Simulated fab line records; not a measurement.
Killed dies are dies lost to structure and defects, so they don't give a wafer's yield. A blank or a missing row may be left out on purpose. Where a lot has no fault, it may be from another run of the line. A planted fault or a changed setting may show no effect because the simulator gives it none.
Split-lot study + flow ritCmos + 5 lots, 23 wafers read, on a route of 202 steps

THE SPLIT
At RIT_CONTACT_DEVELOP_07 (develop time 120 s), the setting developTimeS was moved away from the recipe's 120 s on 7 of the 23 wafers read, by -14.9% to +11.0%. This setting was run at the recipe's value on the other wafers.

FROM THE SPLIT TO THE READING: what the file shows between them, 4 steps
- RIT_CONTACT_CD_MEAS_08: target cd 1000 nm
- RIT_CONTACT_HARDBAKE_10: time 60 s
- RIT_CONTACT_ETCH_11: etches SiO2 in CHF3/CF4/Ar, stops on TiSi2, target depth 480 nm, time 320 s
- RIT_CONTACT_STRIP_12: strips in O2, time 180 s

THE READING
Shown in nm: cdNm at RIT_CONTACT_CD_MEAS_90, with target cd 1000 nm. Typical for fault-free wafers on this fab line: 1000.2 nm, with standard deviation 2.5 nm.

| wafer  | tool, chamber at the split | developTimeS as run, s | against the recipe | cdNm, nm | against lot-mates on the recipe |
|--------|----------------------------|------------------------|--------------------|----------|---------------------------------|
| L077.1 | lithoTrack-03, 0           | 133.2                  | +11.0%             | 1009.3   | +7.8                            |
| L077.3 | lithoTrack-03, 0           | 120                    | recipe             | 998.1    | -                               |
| L077.4 | lithoTrack-03, 0           | 120                    | recipe             | 1004.7   | -                               |
| L077.5 | lithoTrack-03, 0           | 120                    | recipe             | 1001.6   | -                               |
| L077.6 | lithoTrack-03, 0           | 133.2                  | +11.0%             | 1012.4   | +10.9                           |
| L080.1 | lithoTrack-03, 0           | 120                    | recipe             | 1004.2   | -                               |
| L080.2 | lithoTrack-03, 0           | 120                    | recipe             | 1001.4   | -                               |
| L080.3 | lithoTrack-03, 0           | 120                    | recipe             | 1001.5   | -                               |
| L080.4 | lithoTrack-03, 0           | 120                    | recipe             | 1002.1   | -                               |
| L080.5 | lithoTrack-03, 0           | 120                    | recipe             | 1000.6   | -                               |
| L081.1 | lithoTrack-04, 0           | 102.1                  | -14.9%             | 985.8    | -13.8                           |
| L081.2 | lithoTrack-04, 0           | 102.1                  | -14.9%             | 984.0    | -15.6                           |
| L081.4 | lithoTrack-04, 0           | 120                    | recipe             | 999.3    | -                               |
| L081.5 | lithoTrack-04, 0           | 120                    | recipe             | 999.5    | -                               |
| L081.6 | lithoTrack-04, 0           | 120                    | recipe             | 1000.1   | -                               |
| L083.2 | lithoTrack-04, 0           | 120                    | recipe             | 1003.4   | -                               |
| L083.3 | lithoTrack-04, 0           | 125.7                  | +4.8%              | 1008.4   | +4.9                            |
| L083.4 | lithoTrack-04, 0           | 125.7                  | +4.8%              | 1006.5   | +3.0                            |
| L083.5 | lithoTrack-04, 0           | 120                    | recipe             | 1003.5   | -                               |
| L083.6 | lithoTrack-04, 0           | 125.7                  | +4.8%              | 1009.6   | +6.1                            |
| L084.2 | lithoTrack-04, 0           | 120                    | recipe             | 996.3    | -                               |
| L084.5 | lithoTrack-04, 0           | 120                    | recipe             | 998.4    | -                               |
| L084.6 | lithoTrack-04, 0           | 120                    | recipe             | 995.6    | -                               |

FIT RESULTS
A straight line over all 23 wafers: cdNm changes by +1.06 nm for each +1% of developTimeS; r = +0.93; the points scatter about the line by 2.6 nm.
The same after taking each lot's own level away (the mean of its wafers on the recipe; 23 wafers): +0.946 nm for each +1%; r = +0.97; scatter 1.5 nm.
Per that fit: largest developTimeS move, reading shift of 14 nm.
The lots' own levels span 996.77 to 1003.45 nm, that is 2.7 times the standard deviation above.
In other words, the slope is changed by the lot-to-lot level; the two fits disagree.
Check: -14.4 nm against its lot-mates is what the line predicts for one of the wafers moved furthest among these (-14.9%) when that wafer is left out of the fit. It came out at -13.8 nm against them.

FURTHER SPLITS ON THESE WAFERS
These wafers also went through other splits before the reading. Each is held against what the fit with the lots' levels taken away leaves over:
| other split on the same wafers | wafers away from the commonest value | r with cdNm (lot level and that fit taken away) |
|--------------------------------|--------------------------------------|-------------------------------------------------|
| RIT_SPACER_CVD_03 tempC        | 10                                   | -0.08                                           |
| RIT_NSD_SOFTBAKE_02 tempC      | 6                                    | +0.04                                           |
| RIT_PSD_COAT_01 resistThkNm    | 8                                    | -0.09                                           |
| RIT_PSD_HARDBAKE_07 tempC      | 9                                    | -0.02                                           |
| RIT_SDANNEAL_RTA_03 timeS      | 7                                    | +0.09                                           |
| RIT_CONTACT_COAT_03 spinRpm    | 4                                    | +0.65                                           |

THE WHOLE CHAIN: every reading that the file lists as answering this split, in the file's order
| step                   | what it does                                                                | reading                                                       | change (the file's fit)               | r (the file's) |
|------------------------|-----------------------------------------------------------------------------|---------------------------------------------------------------|---------------------------------------|----------------|
| RIT_CONTACT_CD_MEAS_08 | target cd 1000 nm                                                           | cdNm                                                          | +0.9 nm for each +1% of the setting   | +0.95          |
| RIT_CONTACT_ETCH_11    | etches SiO2 in CHF3/CF4/Ar, stops on TiSi2, target depth 480 nm, time 320 s | CONTACT.cdNm (the simulator's own value, which no gauge read) | +0.948 nm for each +1% of the setting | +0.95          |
| RIT_CONTACT_CD_MEAS_90 | target cd 1000 nm                                                           | cdNm                                                          | +0.945 nm for each +1% of the setting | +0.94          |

FILE'S OWN FIT
cdNm changes by +0.945 nm for each +1% of developTimeS, r = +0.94.
